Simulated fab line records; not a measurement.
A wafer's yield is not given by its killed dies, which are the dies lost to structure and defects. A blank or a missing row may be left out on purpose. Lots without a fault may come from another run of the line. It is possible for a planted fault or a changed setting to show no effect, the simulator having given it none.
One fault through the eyes of 2 desks :: flow ritCmos :: each desk holds nothing but its own numbers, with what lay behind them at the end

DESK OF THE TOOL OWNER: rtpAnneal-01
At RIT_SDANNEAL_RTA_03 (time 5 s), the tool's own readings, given per lot that ran on this tool as the mean of the sampled wafers with a number. The brackets show how far a lot's mean lies from the usual mean; more than 4 standard deviations puts the lot out of limits, marked OUT.
Columns: A = chamberO2Ppm at RIT_SDANNEAL_RTA_03, usual 2.001; B = rampDownCPerS at RIT_SDANNEAL_RTA_03, usual 171.00; C = wafer_temp_C_max at RIT_SDANNEAL_RTA_03, usual 1053.6
lot: L832
first seen here: day 3 07:23
A: 1.996
B: 170.99
C: 1053.0

lot: L836
first seen here: day 4 05:51
A: 2.017
B: 171.00
C: 1053.0

lot: L842
first seen here: day 5 09:28
A: 2.007
B: 171.01
C: 1054.2

lot: L844
first seen here: day 5 20:53
A: 2.025
B: 170.98
C: 1054.4

lot: L846
first seen here: day 6 08:50
A: 2.027
B: 171.01
C: 1053.8

lot: L848
first seen here: day 6 16:26
A: 1.988
B: 171.02
C: 1053.0
This desk found nothing out of limits on any of the 6 lots.

FROM THE METROLOGY DESK
Lot by lot, what the gauges showed, no matter which tool ran the lot: averages of those sampled wafers that carry a number. The brackets show how far a lot's mean lies from the usual mean; more than 4 standard deviations puts the lot out of limits, marked OUT.
Columns: A = GATE_OXIDE_THK at RIT_GATE_THK_MEAS_07, usual 3.02 nm; B = PSD_RS at RIT_SDANNEAL_RS_MEAS_04, usual 116.0 ohm/sq; C = PLDD_RS at RIT_SDANNEAL_RS_MEAS_06, usual 178.6 ohm/sq
lot: L831
first seen here: day 2 11:14
A: 2.88
B: 115.5
C: 178.7

lot: L832
first seen here: day 2 14:23
A: 2.92
B: 116.0
C: 178.6

lot: L833
first seen here: day 2 21:22
A: 3.01
B: 115.7
C: 179.0

lot: L836
first seen here: day 3 14:23
A: 3.05
B: 115.9
C: 178.5

lot: L837
first seen here: day 3 16:10
A: 3.00
B: 115.8
C: 178.3

lot: L839
first seen here: day 4 01:12
A: 3.04
B: 115.8
C: 178.9

lot: L841
first seen here: day 4 12:52
A: 2.98
B: 116.0
C: 177.9

lot: L842
first seen here: day 4 17:03
A: 2.94
B: 115.8
C: 178.5

lot: L844
first seen here: day 5 04:38
A: 3.12
B: 116.3
C: 178.6

lot: L846
first seen here: day 5 16:28
A: 3.03
B: 127.8 (+39) OUT
C: 190.7 (+25) OUT

lot: L848
first seen here: day 5 23:30
A: 2.96
B: 127.8 (+39) OUT
C: 191.3 (+26) OUT

lot: L849
first seen here: day 6 08:25
A: 3.18
B: 115.8
C: 178.2

lot: L851
first seen here: day 6 14:04
A: 3.09
B: 115.8
C: 178.6

lot: L853
first seen here: day 7 00:14
A: 3.06
B: 116.1
C: 179.0
Per this desk, out of limits: L846, L848; the first was L846, day 6 08:55 (PSD_RS at RIT_SDANNEAL_RS_MEAS_04). Within limits: L831, L832, L833, L836, L837, L839, L841, L842, L844, L849, L851, L853.

ALL TOGETHER
L846, L848 would have let the metrology desk raise an alarm at day 6 08:55.
The desk of the tool owner found nothing out of limits.
The tool owner's desk has L846, L848 on record, within its limits.
The lots listed all ran RIT_SDANNEAL_RTA_03 on rtpAnneal-01.

WHAT WAS PUT IN BY THE SIMULATOR
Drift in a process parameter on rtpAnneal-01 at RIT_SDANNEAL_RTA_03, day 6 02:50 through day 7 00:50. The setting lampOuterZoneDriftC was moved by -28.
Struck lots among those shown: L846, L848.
Hours from the fault's start to each desk's first reading out of limits: the metrology desk, 6.
